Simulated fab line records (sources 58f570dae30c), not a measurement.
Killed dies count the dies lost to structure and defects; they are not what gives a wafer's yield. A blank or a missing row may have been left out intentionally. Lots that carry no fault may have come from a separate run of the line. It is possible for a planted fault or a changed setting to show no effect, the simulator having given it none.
Which tool did it? + flow berkeleyCmos170 + 14 lots, 42 wafers sampled, at 2 steps of a route of 331

== WHAT THE GAUGES SHOWED, per wafer ==
UCB170_PLDD_OVL_MEAS_07. Usual: PLDD_OVL typically reads -1 nm, with standard deviation 5.8.
| lot  | measured     | on         | PLDD_OVL (nm) | flag |
|------|--------------|------------|---------------|------|
| L203 | day 6 11:10  | overlay-02 | 9 -3 14       |      |
| L205 | day 6 17:26  | overlay-02 | 7 9 11        |      |
| L204 | day 6 17:43  | overlay-02 | -9 -10 -1     |      |
| L206 | day 7 08:46  | overlay-01 | 1 5 7         |      |
| L210 | day 7 21:12  | overlay-02 | 208 197 206   | OFF  |
| L211 | day 8 08:07  | overlay-01 | 211 209 204   | OFF  |
| L214 | day 8 21:10  | overlay-02 | -9 -2 -5      |      |
| L220 | day 9 13:00  | overlay-02 | 1 0 2         |      |
| L219 | day 9 13:55  | overlay-01 | -6 -3 1       |      |
| L221 | day 10 01:56 | overlay-02 | -3 -9 1       |      |
| L223 | day 10 15:42 | overlay-01 | -3 -1 -2      |      |
| L222 | day 10 15:46 | overlay-02 | 1 -3 0        |      |
| L224 | day 10 16:19 | overlay-01 | 2 -4 -3       |      |
| L226 | day 10 23:02 | overlay-01 | 3 0 8         |      |

== WHAT TOOL EACH LOT RAN ON (gives the tool, then ch and the chambers of the sampled wafers, and finally the start) ==
| lot  | UCB170_PLDD_EXPOSE_03            |
|------|----------------------------------|
| L203 | krfScanner-02 ch 0, day 6 10:18  |
| L205 | krfScanner-02 ch 0, day 6 16:44  |
| L204 | krfScanner-02 ch 0, day 6 17:05  |
| L206 | krfScanner-02 ch 0, day 7 07:34  |
| L210 | krfScanner-02 ch 0, day 7 20:40  |
| L211 | krfScanner-02 ch 0, day 8 07:38  |
| L214 | krfScanner-01 ch 0, day 8 19:43  |
| L220 | krfScanner-01 ch 0, day 9 12:29  |
| L219 | krfScanner-01 ch 0, day 9 13:26  |
| L221 | krfScanner-01 ch 0, day 10 00:51 |
| L223 | krfScanner-01 ch 0, day 10 14:57 |
| L222 | krfScanner-01 ch 0, day 10 15:08 |
| L224 | krfScanner-01 ch 0, day 10 15:38 |
| L226 | krfScanner-01 ch 0, day 10 21:56 |
- UCB170_PLDD_EXPOSE_03: exposes mask PSELECT, target cd 1200 nm.

== AS READ BY THE TOOLS THEMSELVES (means over the sampled wafers that have a number; for cases with no such wafer, the mark the record gives instead) ==
The record holds no such reading with a usual standard deviation.

== THE ANSWER, worked out from the rows above alone ==
Rule: a lot counts as off when the mean over its wafers that have a number is more than 3 standard deviations away from the usual mean. Also off: a lot with no number at a reading for which 4 or more lots have one. Where the step has rows for the other lots, those lots are counted as sound. Order of review: gauges by route order, followed by the tools' own readings, for which a lot's mean as printed above is used. At the first step where some lot is off, the reading lying furthest off is the one used; lots without a number count as furthest.
Off: at UCB170_PLDD_OVL_MEAS_07 (PLDD_OVL), L210, L211.
If a tool, at a process step before that reading, ran all the lots that are off and no sound lot after the first of them, it fits. The gauges at UCB170_PLDD_OVL_MEAS_07 are tried like those tools. One fits: krfScanner-02 at UCB170_PLDD_EXPOSE_03. A fault onset in the window from L206 (day 7 07:34, its last sound lot) to L210 (day 7 20:40, its first lot off) fits.

== WHAT THE SIMULATOR HAD PUT IN ==
Scanner matching overlay: krfScanner-02, from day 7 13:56 on, at UCB170_PLDD_EXPOSE_03. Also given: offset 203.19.
Lots struck among those shown: L210, L211. The rule above reached the same finding.
